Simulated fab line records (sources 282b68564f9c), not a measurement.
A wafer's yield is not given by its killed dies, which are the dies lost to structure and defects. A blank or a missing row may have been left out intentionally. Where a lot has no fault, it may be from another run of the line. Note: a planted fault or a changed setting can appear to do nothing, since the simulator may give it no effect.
Comparing a struck lot with a sound one :: flow rit cmos :: 23 steps out of a route of 202
Sound: wafers L300.1, L300.5, L300.6. Wafers L318.1, L318.2, L318.3 were the ones struck. Last of all comes the cause.
At each step with rows: each side's tool, then ch and its chambers, then its first start. Under that, the readings that differ: sound wafers :: struck wafers :: difference of the means :: sigmas: that difference in standard deviations of wafers without a fault.
alike: a reading whose means differ by less than 2 such deviations, as well as words and numbers matching on both sides. not compared: withheld readings; readings where some wafer has no value; bounds like >300 that might hide an equal value; numbers whose values overlap and for which the record gives no deviation.
Wherever a step has rows on one side only, a row that says differs or no value, or a row with sigmas, the two part there. Numbers that don't overlap but have no deviation are shown without sigmas and don't part them. A reading that every wafer of one side lacks parts them only if that side has two wafers or more.

first, 2 steps without rows for these wafers: RIT_NRETRO_HARDBAKE_07 (time 120 s); RIT_NRETRO_IMPLANT_08.
RIT_NRETRO_STRIP_09: strips in O2, time 180 s.
  sound on plasma asher-01 ch 0,1, day 2 16:28; struck on plasma asher-03 ch 0,1, day 6 11:53
  alike: drypump motor current A, o2 flow sccm
  not compared: rf hours counter h
RIT_NRETRO_TW_MEAS_10:
  sound on film metro-04 at day 2 16:39; struck on film metro-01 at day 6 12:03
reading: NRETRO_TW
sound: 1064 1061 1056
struck: 1044 1046 1046
difference: -15
sigmas: -2
then, 6 steps without rows for these wafers: RIT_PRETRO_HMDS_00 (prime time 60 s); RIT_PRETRO_COAT_01 (resist thk 1300 nm); RIT_PRETRO_SOFTBAKE_02 (time 60 s); RIT_PRETRO_EXPOSE_03 (exposes mask M5, target cd 43700 nm); RIT_PRETRO_PEB_04; RIT_PRETRO_DEVELOP_05 (develop time 68 s).
RIT_PRETRO_OVL_MEAS_06:
  sound on overlay-02 at day 2 17:43; struck on overlay-02 at day 6 12:59
  alike: PRETRO_OVL
then, 1 step without rows for these wafers: RIT_PRETRO_HARDBAKE_07 (time 120 s).
RIT_PRETRO_IMPLANT_08:
  sound on implanter-03 ch 0, day 2 18:00; struck on implanter-03 ch 0, day 6 13:17
reading: dose ions cm2
sound: 1.2e+13 1.1994e+13 1.1996e+13
struck: 8.045e+12 8.034e+12 8.036e+12
difference: -3.958e+12
sigmas: -99 or more

reading: faraday current uA
sound: 37.3 37.4 37.5
struck: 25.8 25.9 25.8
difference: -11.6
sigmas: -16
RIT_PRETRO_STRIP_09: strips in O2, time 180 s.
  sound on plasma asher-03 ch 0,1, day 2 18:09; struck on plasma asher-01 ch 0,1, day 6 13:26
  alike: drypump motor current A, o2 flow sccm
  not compared: rf hours counter h
RIT_PRETRO_TW_MEAS_10:
  sound on film metro-02 at day 2 18:19; struck on film metro-02 at day 6 13:50
reading: PRETRO_TW
sound: 478.1 475.3 475.4
struck: 419.3 418.6 419.7
difference: -57.1
sigmas: -21
  not compared: hold
then, 4 steps without rows for these wafers: RIT_GATE_CLEAN_01 (cleans in SC1, time 600 s); RIT_GATE_CLEAN_02 (cleans in dHF, time 30 s); RIT_GATE_CLEAN_03 (cleans in SC2, time 600 s); RIT_GATE_CLEAN_04 (cleans in dHF, time 60 s).
RIT_FOX2_THK_MEAS_91:
  sound on film metro-02 at day 2 19:09; struck on film metro-04 at day 7 03:30
  alike: FIELD_OXIDE_LEFT_2_THK
RIT_GATE_OXIDATION_05: target thk 3 nm, ox time 270 s.
  sound on furnace-03 ch 0, day 2 19:22; struck on furnace-03 ch 0, day 7 04:08
  alike: spike tc centre C
  not compared: model.SiO2_of_GATE_OXIDATION_05.thk nm
then, 1 step without rows for these wafers: RIT_GATE_ANNEAL_06 (time 600 s).
RIT_M1_PROBE_99:
  sound on prober-01 at day 3 20:28; struck on prober-02 at day 8 07:50
  alike: killed_at_M0_to_M3, killed at contacts, killed at front end, killed dies, killed open, killed short

WHERE THEY PART
Earliest at RIT_NRETRO_TW_MEAS_10; latest, in this record, at RIT_PRETRO_TW_MEAS_10. Later steps at which nothing parts them and some readings are alike: RIT_FOX2_THK_MEAS_91, RIT_GATE_OXIDATION_05, RIT_M1_PROBE_99.

WHY: what the simulator had put in
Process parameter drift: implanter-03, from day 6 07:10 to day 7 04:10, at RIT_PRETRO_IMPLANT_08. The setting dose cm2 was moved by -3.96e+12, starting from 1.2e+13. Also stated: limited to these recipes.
